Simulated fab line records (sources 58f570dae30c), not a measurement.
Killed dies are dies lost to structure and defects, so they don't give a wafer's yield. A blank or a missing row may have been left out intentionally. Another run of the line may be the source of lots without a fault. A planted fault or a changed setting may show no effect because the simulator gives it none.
Which tool is to blame? -- flow berkeley_cmos170 -- Sampling: 14 lots, 42 wafers, 6 of 331 route steps

== WHAT THE GAUGES READ, wafer by wafer ==
UCB170_V1_THK_MEAS_04.
lot,measured,on,V1_POLISHED_THK (nm)
L319,day 6 22:49,film_metro-04,999.2 1001.1 999.9
L323,day 7 19:32,film_metro-02,999.4 999.4 1000.6
L322,day 7 19:50,film_metro-04,1002.2 1001.9 1001.4
L324,day 8 02:51,film_metro-03,998.4 998.5 999.1
L327,day 8 02:52,film_metro-04,1002.3 998.4 1000.1
L326,day 8 03:09,film_metro-03,998.1 997.9 998.8
L329,day 9 01:56,film_metro-04,1000.2 1000.6 1000.8
L335,day 10 20:53,film_metro-03,999.0 996.7 998.5
L336,day 11 00:49,film_metro-02,1000.5 999.9 999.8
L338,day 11 00:50,film_metro-03,997.9 999.4 999.2
L337,day 11 01:07,film_metro-03,998.9 999.8 1000.0
L339,day 11 09:19,film_metro-04,1000.3 1001.8 998.1
L340,day 11 09:29,film_metro-02,1001.5 999.4 1002.2
L341,day 11 21:32,film_metro-02,999.0 998.8 1000.0

UCB170_V1_CD_MEAS_90 targets a cd of 700 nm.
lot,measured,on,cd_nm (nm)
L319,day 7 01:56,cd_sem-01,699.7 697.3 698.7
L323,day 7 21:17,cd_sem-01,699.4 697.8 700.6
L322,day 7 21:32,cd_sem-01,699.0 699.7 701.5
L324,day 8 04:53,cd_sem-02,698.8 697.5 698.2
L327,day 8 05:11,cd_sem-02,701.3 701.1 701.5
L326,day 8 05:23,cd_sem-02,700.9 700.2 698.5
L329,day 9 04:27,cd_sem-01,700.6 701.1 703.2
L335,day 10 22:25,cd_sem-01,699.8 699.9 699.7
L336,day 11 02:23,cd_sem-02,701.1 700.2 701.3
L338,day 11 02:40,cd_sem-01,699.2 699.7 699.2
L337,day 11 06:35,cd_sem-01,699.0 699.6 698.6
L339,day 11 10:52,cd_sem-01,702.0 702.2 700.5
L340,day 11 11:34,cd_sem-01,699.7 700.5 701.2
L341,day 11 23:11,cd_sem-01,699.3 700.1 699.6

UCB170_M3_RS_MEAS_02: the measuring method here is four-point-probe.
lot,measured,on,M3_AL_RS (ohm/sq)
L319,day 7 07:23,film_metro-01,0.0319 0.0318 0.0317
L323,day 8 03:02,film_metro-01,0.0316 0.0318 0.0318
L322,day 8 03:37,film_metro-04,0.0315 0.0316 0.0317
L324,day 8 10:10,film_metro-03,0.0324 0.0321 0.0322
L327,day 8 10:38,film_metro-03,- - -
L326,day 8 11:07,film_metro-01,- - -
L329,day 9 09:48,film_metro-04,0.0314 0.0313 0.0318
L335,day 11 03:43,film_metro-04,0.0319 0.0324 0.0322
L336,day 11 08:10,film_metro-03,0.0319 0.0318 0.0318
L338,day 11 08:25,film_metro-04,0.0319 0.0321 0.0320
L337,day 11 13:04,film_metro-03,0.0321 0.0325 0.0321
L339,day 11 16:36,film_metro-03,0.0327 0.0325 0.0326
L340,day 11 17:22,film_metro-01,0.0324 0.0329 0.0329
L341,day 12 04:37,film_metro-01,0.0321 0.0320 0.0322

UCB170_M3_THK_MEAS_03: measures by xrf.
lot,measured,on,M3_AL_THK (nm)
L319,day 7 07:30,film_metro-01,917 920 920
L323,day 8 03:10,film_metro-01,932 928 925
L322,day 8 03:44,film_metro-04,933 928 924
L324,day 8 10:17,film_metro-03,902 911 907
L327,day 8 10:44,film_metro-03,<0 <0 <0
L326,day 8 11:14,film_metro-01,<0 <0 <0
L329,day 9 09:53,film_metro-04,921 920 908
L335,day 11 03:49,film_metro-04,913 903 906
L336,day 11 08:17,film_metro-03,916 919 914
L338,day 11 08:31,film_metro-04,917 916 909
L337,day 11 13:10,film_metro-03,910 897 912
L339,day 11 16:43,film_metro-03,894 901 896
L340,day 11 17:29,film_metro-01,900 890 899
L341,day 12 04:44,film_metro-01,909 914 910

UCB170_M3_OVL_MEAS_16.
lot,measured,on,M3_OVL (nm)
L319,day 7 11:27,overlay-02,7 6 -2
L323,day 8 05:31,overlay-01,6 9 5
L322,day 8 06:05,overlay-02,5 -10 1
L324,day 8 12:37,overlay-02,2 0 1
L327,day 8 12:54,overlay-01,8 0 -2
L326,day 8 13:29,overlay-02,2 -9 0
L329,day 9 11:41,overlay-01,1 -7 -6
L335,day 11 06:32,overlay-01,-13 -7 -11
L336,day 11 11:36,overlay-01,-4 -6 -5
L338,day 11 11:22,overlay-02,-6 -9 -10
L337,day 11 15:27,overlay-02,-3 1 -9
L339,day 11 18:50,overlay-01,2 -5 1
L340,day 11 19:40,overlay-01,-7 -12 -11
L341,day 12 06:36,overlay-01,4 10 -1

== TOOL THAT RAN EACH LOT (tool first, then ch and the chambers of the sampled wafers, then the start) ==
lot,UCB170_M3_SPUTTER_01
L319,"pvd_sputter-02, day 7 07:18"
L323,"pvd_sputter-02, day 8 02:58"
L322,"pvd_sputter-03, day 8 03:32"
L324,"pvd_sputter-02, day 8 10:04"
L327,"pvd_sputter-01, day 8 10:31"
L326,"pvd_sputter-03, day 8 11:02"
L329,"pvd_sputter-03, day 9 09:40"
L335,"pvd_sputter-01, day 11 03:36"
L336,"pvd_sputter-03, day 11 08:04"
L338,"pvd_sputter-01, day 11 08:17"
L337,"pvd_sputter-03, day 11 12:57"
L339,"pvd_sputter-01, day 11 16:30"
L340,"pvd_sputter-03, day 11 17:16"
L341,"pvd_sputter-01, day 12 04:32"
- UCB170_M3_SPUTTER_01: material Al, target thk 900 nm, time 120 s.

== AS READ BY THE TOOLS THEMSELVES (means over the sampled wafers that have a number; for cases with no such wafer, the mark the record gives instead) ==
UCB170_M3_SPUTTER_01.
lot,tool,cathode_dc_power_W (W),chamber_pressure_pa (Pa),throttle_valve_pct (%)
L319,pvd_sputter-02,5999.9,0.4995,30.5
L323,pvd_sputter-02,5999.4,0.4997,30.2
L322,pvd_sputter-03,5999.0,0.5008,27.9
L324,pvd_sputter-02,5999.8,0.4986,30.3
L327,pvd_sputter-01,-,-,-
L326,pvd_sputter-03,-,-,-
L329,pvd_sputter-03,6000.0,0.4996,27.7
L335,pvd_sputter-01,6000.0,0.4994,30.2
L336,pvd_sputter-03,6000.3,0.5000,28.1
L338,pvd_sputter-01,5999.2,0.5004,29.8
L337,pvd_sputter-03,5999.3,0.4995,27.7
L339,pvd_sputter-01,5999.9,0.5001,29.9
L340,pvd_sputter-03,6000.6,0.4990,28.1
L341,pvd_sputter-01,6000.2,0.4999,30.0

== THE ANSWER, worked out from the rows above alone ==
Rule: what is usual is taken from the lots themselves. The widest of any qualifying gaps counts: lots, ordered by their means at a reading, are off when they make up no more than a third of the lots, leave a main group of 4 or more, and stand apart from it by 3 or more times the standard deviation of that group's means. The tables above print the reading to a certain number of digits; a main group whose means all agree to those digits is not used. Also off: a lot with no number at a reading for which 4 or more lots have one. All remaining lots with rows at the step are treated as sound. Order of review: gauges by route order, followed by the tools' own readings, for which a lot's mean as printed above is used. The first step at which some lot is off is used, and at that step the reading that is off furthest; a lot without a number counts as furthest.
Off: L327, L326, seen at UCB170_M3_RS_MEAS_02 (M3_AL_RS). Without a number there: L327, L326. For the main group the mean is 0.0320 ohm/sq and the standard deviation 0.00036.
A tool fits if, at a process step before that reading, it ran every lot that is off, and no sound lot after the first of them. The gauges at UCB170_M3_RS_MEAS_02 aren't tried: what is off there is off at UCB170_M3_SPUTTER_01 too, on other tools, and a gauge's error can't cause that. Not one of the candidates tried fits.

== WHAT WAS PUT IN BY THE SIMULATOR ==
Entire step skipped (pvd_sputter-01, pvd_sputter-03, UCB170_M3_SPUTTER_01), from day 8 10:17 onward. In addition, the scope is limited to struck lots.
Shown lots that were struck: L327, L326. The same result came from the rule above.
